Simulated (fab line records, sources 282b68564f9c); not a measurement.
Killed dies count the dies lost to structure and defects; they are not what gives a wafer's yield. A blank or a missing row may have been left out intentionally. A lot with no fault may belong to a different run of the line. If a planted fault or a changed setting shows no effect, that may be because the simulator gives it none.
Which tool did it?    flow rit-cmos    Sampling: 15 lots, 45 wafers, 2 of 202 route steps

WHAT THE GAUGES SHOWED, per wafer
Not one reading of a measure or inspect step in the record can be checked against a usual standard deviation.

EACH LOT AND THE TOOL THAT RAN IT (in order: tool; ch and the chambers of the sampled wafers; start)
lot   RIT_SPACER_ETCHBACK_05             RIT_M1_PROBE_99
L920  rie-diel-01 ch 0,2,3, day 3 02:28  -
L921  rie-diel-03 ch 1,3, day 3 13:12    -
L924  rie-diel-03 ch 1,3, day 4 02:08    prober-02, day 4 13:43
L925  rie-diel-02 ch 0,3, day 4 05:42    prober-01, day 4 16:46
L926  rie-diel-03 ch 0,2, day 4 11:11    prober-02, day 4 22:23
L934  rie-diel-03 ch 0,1,2, day 6 02:07  -
L935  rie-diel-01 ch 1,2,3, day 6 04:39  -
L936  rie-diel-03 ch 0,1,2, day 6 07:37  prober-02, day 6 19:02
L937  rie-diel-01 ch 0,1, day 6 16:22    prober-01, day 7 04:01
L938  rie-diel-03 ch 0,1, day 6 22:37    prober-02, day 7 10:16
L939  rie-diel-01 ch 0,1,2, day 7 02:37  -
L940  rie-diel-01 ch 0,2,3, day 7 09:11  -
L941  rie-diel-03 ch 0,1, day 7 13:14    -
L942  rie-diel-02 ch 0,1,2, day 7 17:46  prober-02, day 8 04:49
L943  rie-diel-03 ch 1,2,3, day 7 18:34  -
- RIT_SPACER_ETCHBACK_05: etches Si3N4 in SF6/CHF3, stops on SiO2, target depth 250 nm, time 240 s.
- RIT_M1_PROBE_99

WHAT THE TOOLS THEMSELVES READ (means of the sampled wafers that have a number; where no wafer has one, the mark that the record gives instead)
RIT_SPACER_ETCHBACK_05. Usual: CHF3_flow_sccm 30.01 sccm, standard deviation 0.09; SF6_flow_sccm 30.00 sccm, standard deviation 0.085; drypump-motor-current-A 6.0 A, standard deviation 0.49; oes-product-au 0.846 a.u., standard deviation 0.011; throttle-valve-pct 10.22 %, standard deviation 0.15.
lot   tool         CHF3_flow_sccm (sccm)  SF6_flow_sccm (sccm)  drypump-motor-current-A (A)  oes-product-au (a.u.)  throttle-valve-pct (%)  flag
L920  rie-diel-01  30.01                  29.91                 6.0                          0.842                  10.28                   
L921  rie-diel-03  29.98                  29.99                 5.5                          0.841                  10.22                   
L924  rie-diel-03  -                      -                     -                            -                      -                       OFF
L925  rie-diel-02  -                      -                     -                            -                      -                       OFF
L926  rie-diel-03  -                      -                     -                            -                      -                       OFF
L934  rie-diel-03  29.93                  30.02                 6.4                          0.850                  10.21                   
L935  rie-diel-01  29.94                  30.01                 5.8                          0.842                  10.32                   
L936  rie-diel-03  30.01                  29.92                 6.4                          0.850                  10.20                   
L937  rie-diel-01  30.01                  30.02                 6.1                          0.849                  10.03                   
L938  rie-diel-03  29.97                  29.98                 6.5                          0.850                  10.24                   
L939  rie-diel-01  30.04                  30.06                 5.9                          0.839                  10.21                   
L940  rie-diel-01  30.08                  30.00                 6.0                          0.843                  10.28                   
L941  rie-diel-03  29.95                  30.00                 6.5                          0.841                  10.24                   
L942  rie-diel-02  29.91                  30.06                 6.0                          0.840                  10.35                   
L943  rie-diel-03  29.95                  30.04                 6.0                          0.844                  10.19                   

RIT_M1_PROBE_99. Usual: killed-at-contacts 0.1, standard deviation 0.31; killed-at-front-end 7, standard deviation 3; killed-dies 7, standard deviation 3; killed-on-rim 1.8, standard deviation 1.2; killed-open 3.2, standard deviation 1.9; killed-short 3.6, standard deviation 2.2.
lot   tool       killed-at-contacts  killed-at-front-end  killed-dies  killed-on-rim  killed-open  killed-short  flag
L924  prober-02  0.0                 264                  264          70.0           2.7          4.0           OFF
L925  prober-01  0.0                 264                  264          70.0           5.3          2.3           OFF
L926  prober-02  0.0                 264                  264          70.0           6.0          4.7           OFF
L936  prober-02  0.3                 10                   11           3.3            4.3          6.3           
L937  prober-01  0.0                 7                    7            2.0            2.3          4.3           
L938  prober-02  0.0                 10                   10           2.3            5.7          4.0           
L942  prober-02  0.0                 5                    5            2.0            2.3          3.0           

THE ANSWER, worked out from the rows above alone
Rule: a lot is off if the mean of its wafers that have a number lies more than 3 standard deviations from the usual mean. A lot without any number at a reading at which 4 lots or more have one is off too. Where the step has rows for the other lots, those lots are counted as sound. Order of review: gauges by route order, followed by the tools' own readings, for which a lot's mean as printed above is used. The first step at which some lot is off is used, and at that step the reading that is off furthest; a lot without a number counts as furthest.
Off: L924, L925, L926, at RIT_SPACER_ETCHBACK_05 (CHF3_flow_sccm). Without a number there: L924, L925, L926.
A tool fits if, at that step or a process step before it, it ran every lot that is off, and no sound lot after the first of them. Not one of the candidates tried fits.

WHAT THE SIMULATOR HAD PUT IN
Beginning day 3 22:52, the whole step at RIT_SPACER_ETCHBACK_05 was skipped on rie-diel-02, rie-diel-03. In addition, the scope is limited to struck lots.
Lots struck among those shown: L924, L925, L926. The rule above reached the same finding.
